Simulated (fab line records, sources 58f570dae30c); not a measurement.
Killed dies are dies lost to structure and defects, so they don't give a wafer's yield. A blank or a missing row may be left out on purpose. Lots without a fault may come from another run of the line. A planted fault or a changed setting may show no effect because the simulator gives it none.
Split-lot experiment | flow berkeley_cmos170 | 5 lots, 23 wafers read, on a route of 331 steps

THE SPLIT
At UCB170_PLDD_COAT_01 (resist thk 900 nm), the setting spin_rpm was moved away from the recipe's 1500 rpm on 9 of the 23 wafers read, by -7.2% to +5.0%. The other wafers ran this setting at the recipe's value.

The reading is taken at the split's own step.

THE READING
KrF_of_PLDD_COAT_01.thk_nm (the simulator's own value, which no gauge read), in nm, at UCB170_PLDD_COAT_01 (resist thk 900 nm). The file gives no usual value for it. The 14 wafers here that ran the recipe average 899.3 nm, standard deviation 1.7 nm.

wafer  | tool, chamber at the split | spin_rpm as run, rpm | against the recipe | KrF_of_PLDD_COAT_01.thk_nm, nm | against lot-mates on the recipe
L074.3 | litho_track-03, 0          | 1500                 | recipe             | 895.6                          | -
L074.4 | litho_track-03, 0          | 1500                 | recipe             | 898.9                          | -
L074.5 | litho_track-03, 0          | 1500                 | recipe             | 898.1                          | -
L075.2 | litho_track-04, 0          | 1394                 | -7.1%              | 933                            | +34.1
L075.3 | litho_track-04, 0          | 1500                 | recipe             | 898                            | -
L075.4 | litho_track-04, 0          | 1394                 | -7.1%              | 928.6                          | +29.7
L075.5 | litho_track-04, 0          | 1500                 | recipe             | 897.1                          | -
L075.6 | litho_track-04, 0          | 1500                 | recipe             | 901.5                          | -
L076.1 | litho_track-02, 0          | 1575                 | +5.0%              | 877                            | -22.3
L076.3 | litho_track-02, 0          | 1575                 | +5.0%              | 877.1                          | -22.2
L076.4 | litho_track-02, 0          | 1500                 | recipe             | 900.6                          | -
L076.5 | litho_track-02, 0          | 1500                 | recipe             | 899.2                          | -
L076.6 | litho_track-02, 0          | 1500                 | recipe             | 898.1                          | -
L078.1 | litho_track-03, 0          | 1500                 | recipe             | 901.4                          | -
L078.2 | litho_track-03, 0          | 1392                 | -7.2%              | 935.3                          | +34.4
L078.3 | litho_track-03, 0          | 1500                 | recipe             | 901.2                          | -
L078.4 | litho_track-03, 0          | 1500                 | recipe             | 900.1                          | -
L078.5 | litho_track-03, 0          | 1392                 | -7.2%              | 937.3                          | +36.4
L085.1 | litho_track-02, 0          | 1419                 | -5.4%              | 928                            | +27.9
L085.3 | litho_track-02, 0          | 1500                 | recipe             | 900.4                          | -
L085.4 | litho_track-02, 0          | 1419                 | -5.4%              | 928.4                          | +28.3
L085.5 | litho_track-02, 0          | 1419                 | -5.4%              | 925.3                          | +25.2
L085.6 | litho_track-02, 0          | 1500                 | recipe             | 899.8                          | -

THE FIT
A straight line over all 23 wafers: KrF_of_PLDD_COAT_01.thk_nm changes by -4.81 nm for each +1% of spin_rpm; r = -0.99; the points scatter about the line by 2.1 nm.
The same after taking each lot's own level away (the mean of its wafers on the recipe; 23 wafers): -4.73 nm for each +1%; r = -1.00; scatter 1.6 nm.
On that fit, the largest move of spin_rpm shifts the reading by 34 nm.
The lots' own levels span 897.53 to 900.90 nm, that is 2.0 times the standard deviation above.
So the lot-to-lot level changes the slope little: the two slopes agree.
Check: with one of the wafers moved furthest among these (-7.2%) left out of the fit, the line predicts +34.3 nm for it against its lot-mates. It came out at +34.4 nm against them.

OTHER SPLITS ON THESE WAFERS
These wafers also went through other splits before the reading. Each is held against what the fit with the lots' levels taken away leaves over:
other split on the same wafers         | wafers away from the commonest value | r with KrF_of_PLDD_COAT_01.thk_nm (lot level and that fit taken away)
UCB170_START_OXIDATION_02 ox_time_s    | 15                                   | -0.22
UCB170_NWELL_CVD_04 temp_c             | 18                                   | -0.19
UCB170_NWELL_DEVELOP_11 dev_temp_c     | 7                                    | +0.21
UCB170_ACTIVE_OXIDATION_02 temp_c      | 10                                   | -0.24
UCB170_ACTIVE_SOFTBAKE_09 time_s       | 11                                   | +0.08
UCB170_PFIELD_COAT_01 resist_thk_nm    | 8                                    | +0.00
UCB170_SCREENOX_OXIDATION_01 ox_time_s | 15                                   | -0.03
UCB170_GATE_CVD_04 pressure_mtorr      | 10                                   | -0.29

THE WHOLE CHAIN: every reading that the file lists as answering this split, in the file's order
step                 | what it does      | reading                                                                     | change (the file's fit)              | r (the file's)
UCB170_PLDD_COAT_01  | resist thk 900 nm | KrF_of_PLDD_COAT_01.thk_nm (the simulator's own value, which no gauge read) | -4.73 nm for each +1% of the setting | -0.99
UCB170_PLDD_STRIP_10 | strips in O2      | strip_time_to_endpoint_s                                                    | withheld for each +1% of the setting | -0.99

THE FILE'S OWN FIT
KrF_of_PLDD_COAT_01.thk_nm changes by -4.73 nm for each +1% of spin_rpm, r = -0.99.
